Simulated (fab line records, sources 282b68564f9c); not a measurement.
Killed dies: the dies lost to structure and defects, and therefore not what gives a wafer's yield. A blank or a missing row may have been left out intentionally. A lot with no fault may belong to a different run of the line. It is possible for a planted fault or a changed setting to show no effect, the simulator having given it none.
8D (eight disciplines) problem report, filled in by code	flow ritCmos	the parts of the form that need people (team, actions taken, sign-off) are left out

## 1. PROBLEM STATEMENT
PSD_RS at RIT_SDANNEAL_RS_MEAS_04 reads a mean of 117.90 ohm/sq on 9 wafers of 3 lots; wafers without a fault read 116.06 ohm/sq with a standard deviation of 0.29. Relative to the usual mean, that is a shift of +6.3 standard deviations.
The step: measures by four-point-probe.
The first sign was on wafer L577.3 at day 4 11:15, on filmMetro-02. The record has a number at this step for 45 wafers belonging to 15 lots. By rule, "out" or "out of limits" means more than 4 standard deviations away from the usual mean. The rest of the wafers with a number are treated as sound.

## 2. WHAT THIS IS AND IS NOT
question	is	is not
which readings at this step	PSD_RS	-
which lots	L577, L578, L580	L571, L572, L574, L575, L576, L579, L581, L586, L589, L590, L592, L593
which wafers of those lots	all that have a number	-
read on which gauges	filmMetro-02, filmMetro-03	filmMetro-04
when	from day 4 11:15	up to then (15 sound wafers); but 21 sound wafers of L579, L581, L586, L589, L590, L592, L593 came after

## 3. WHAT RULES OUT EACH SUSPECT
Counting: a tool at any process step up to the reading remains a suspect when it ran all the lots that are out and ran no sound lot after the first of those.
- the gauge at RIT_SDANNEAL_RS_MEAS_04 is ruled out. Those wafers that are out were read across 2 gauges (filmMetro-02, filmMetro-03).
- implanter-02 at RIT_PSD_IMPLANT_08: kept. It processed each lot that is out, first L577 at day 4 10:17, and no sound lot thereafter; up to then, the last sound lot it processed was L576 at day 4 07:40.
Left after counting: implanter-02 at RIT_PSD_IMPLANT_08.

## 4. THE CAUSE (what the simulator had put in)
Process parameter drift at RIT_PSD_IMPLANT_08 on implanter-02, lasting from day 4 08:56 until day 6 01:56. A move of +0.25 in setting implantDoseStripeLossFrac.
Only this tool survived the counting.

## 5. THE CHAIN OF EFFECTS, in route order
Each row: a reading whose mean over the struck wafers that have a number lies more than 3 standard deviations from the usual. Readings are gone through only where the record gives a usual standard deviation; hours: the median, over the lots, of the time from a lot's start at the first step in this table giving one to that lot's start at this step; sigmas: the change measured in usual standard deviations.
hours	step	reading	usual	on struck wafers	change	sigmas
0	RIT_SDANNEAL_RS_MEAS_04	PSD_RS	116.06 ohm/sq	117.90	+1.84	+6.3

## 6. WHAT WOULD HAVE CAUGHT IT SOONER
The first out-of-limits reading at a measuring or inspecting step in this record came at day 4 11:15, 2 hours after the fault's start at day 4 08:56.
Of the tool readings at RIT_PSD_IMPLANT_08 for which the record gives a usual standard deviation, none was out on any struck wafer, so an alarm limit of 4 standard deviations on them would not have fired.
Of the lots that are out (3), L578, L580 began RIT_PSD_IMPLANT_08 on implanter-02 after day 4 11:15. A hold on the tool at that time would have spared those 2.
